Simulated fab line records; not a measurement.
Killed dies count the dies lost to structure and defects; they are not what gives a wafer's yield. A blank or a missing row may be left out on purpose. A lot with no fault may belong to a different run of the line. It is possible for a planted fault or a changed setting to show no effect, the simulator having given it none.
A struck lot beside a sound one / flow ritCmos / 18 out of 202 route steps
Sound: the wafers L203.1, L203.3, L203.5. Wafers struck: L201.1, L201.2, L201.6. At the end, the cause is stated.
Each step with rows lists, per side, the tool, then ch with its chambers, then its first start. Under that, the readings that differ: sound wafers / struck wafers / difference of the means / sigmas: that difference in standard deviations of wafers without a fault.
alike: readings whose means differ by less than 2 such deviations, and words and numbers that are the same on both sides. not compared: withheld readings, readings that some wafer has no value for, bounds like >300 that may hide the same value, and numbers for which the record gives no deviation and whose values overlap.
The two part at a step that has a row with sigmas, a row that says differs or no value, or rows on one side only. Numbers that don't overlap but have no deviation are shown without sigmas and don't part them. A reading missing from all wafers of one side parts the sides only when that side holds two or more wafers.

first, 2 steps without rows for these wafers: RIT_ACTIVE_CLEAN_17 (cleans in SC2, time 600 s); RIT_FOX1_OXIDATION_00 (target thk 350.7 nm, ox time 1130 s).
RIT_FOX1_THK_MEAS_01:
  sound: filmMetro-02 at day 5 06:22; struck: filmMetro-02 at day 4 19:56
reading=FOX1_OXIDE_THK (nm); sound=340 343 346; struck=356 356 361; difference=+15; sigmas=+2
then, 2 steps without rows for these wafers: RIT_FOX1_WET_ETCH_02 (etches SiO2 in BOE, target depth 350 nm, time 390 s); RIT_FOX2_OXIDATION_00 (target thk 350.7 nm, ox time 1130 s).
RIT_FOX2_THK_MEAS_01:
  sound: filmMetro-04 at day 5 07:52; struck: filmMetro-01 at day 4 21:26
  alike: FOX2_OXIDE_THK
then, 2 steps without rows for these wafers: RIT_FOX2_CLEAN_02 (cleans in dHF, time 180 s); RIT_FOX2_WET_ETCH_03 (etches Si3N4 in H3PO4, target depth 195 nm, time 2700 s).
RIT_FOX2_THK_MEAS_90:
  sound: filmMetro-04 at day 5 08:45; struck: filmMetro-01 at day 4 22:19
  alike: FIELD_OXIDE_LEFT_1_THK
then, 3 steps without rows for these wafers: RIT_NWELL_HMDS_00 (prime time 60 s); RIT_NWELL_COAT_01 (resist thk 1300 nm); RIT_NWELL_SOFTBAKE_02 (time 60 s).
RIT_NWELL_EXPOSE_03: exposes mask M2, target cd 43900 nm.
  sound on ilineStepper-02 ch 0, day 5 09:23; struck on ilineStepper-01 ch 0, day 4 22:49
reading=model.NWELL.overlayXNm (nm); sound=-0.7153 -0.7153 -0.7153; struck=3570 3570 3570; difference=+3571; sigmas=
  alike: mask
then, 2 steps without rows for these wafers: RIT_NWELL_PEB_04; RIT_NWELL_DEVELOP_05 (develop time 68 s).
RIT_NWELL_OVL_MEAS_06:
  sound: overlay-01 at day 5 09:49; struck: overlay-02 at day 4 23:15
reading=NWELL_OVL (nm); sound=2.9 1.9 2.2; struck=3570.4 3569.1 3570.3; difference=+3567.6; sigmas=+99 or more
then, 1 step without rows for these wafers: RIT_NWELL_HARDBAKE_07 (time 120 s).
RIT_M1_PROBE_99:
  sound: prober-02 at day 7 03:01; struck: prober-02 at day 6 15:32
reading=killedAtFrontEnd; sound=7 5 7; struck=264 264 264; difference=+258; sigmas=+86
reading=killedDies; sound=7 6 7; struck=264 264 264; difference=+257; sigmas=+86
reading=killedOnRim; sound=2 2 0; struck=70 70 70; difference=+69; sigmas=+53
reading=model.etest.wellEdgeLeft.lineOhmUm; sound=185.8 181.2 183.3; struck=2045 2052 2046; difference=+1864; sigmas=
reading=model.etest.nmos_0p3.rOnOhmUm; sound=2132 2150 2097; struck=1865 1809 1850; difference=-285; sigmas=
reading=model.etest.nmosTurned.driveUaUm; sound=348.1 347.1 348; struck=474.4 490.4 480.9; difference=+134.2; sigmas=
reading=model.etest.nmos_0p15.driveUaUm; sound=479.3 486 483.2; struck=592.8 617.9 607.5; difference=+123.2; sigmas=
reading=model.etest.nmos_0p15.rOnOhmUm; sound=1138 1142 1105; struck=992.4 978.2 993.3; difference=-140.4; sigmas=
reading=model.etest.nmos_0p3.driveUaUm; sound=232.8 233.8 233.1; struck=303.8 315.4 307.4; difference=+75.6; sigmas=
reading=model.etest.nmosNarrow.driveUaUm; sound=233.1 234.1 230.9; struck=273.1 284.8 273.7; difference=+44.5; sigmas=
reading=model.etest.wellEdgeRight.lineOhmUm; sound=181.1 181.1 179.4; struck=154.9 154.3 153.6; difference=-26.3; sigmas=
  alike: killedAtContacts, killedOpen, killedShort

== WHERE THEY PART ==
Earliest at RIT_FOX1_THK_MEAS_01; latest, in this record, at RIT_M1_PROBE_99.

WHY: what had been put in by the simulator
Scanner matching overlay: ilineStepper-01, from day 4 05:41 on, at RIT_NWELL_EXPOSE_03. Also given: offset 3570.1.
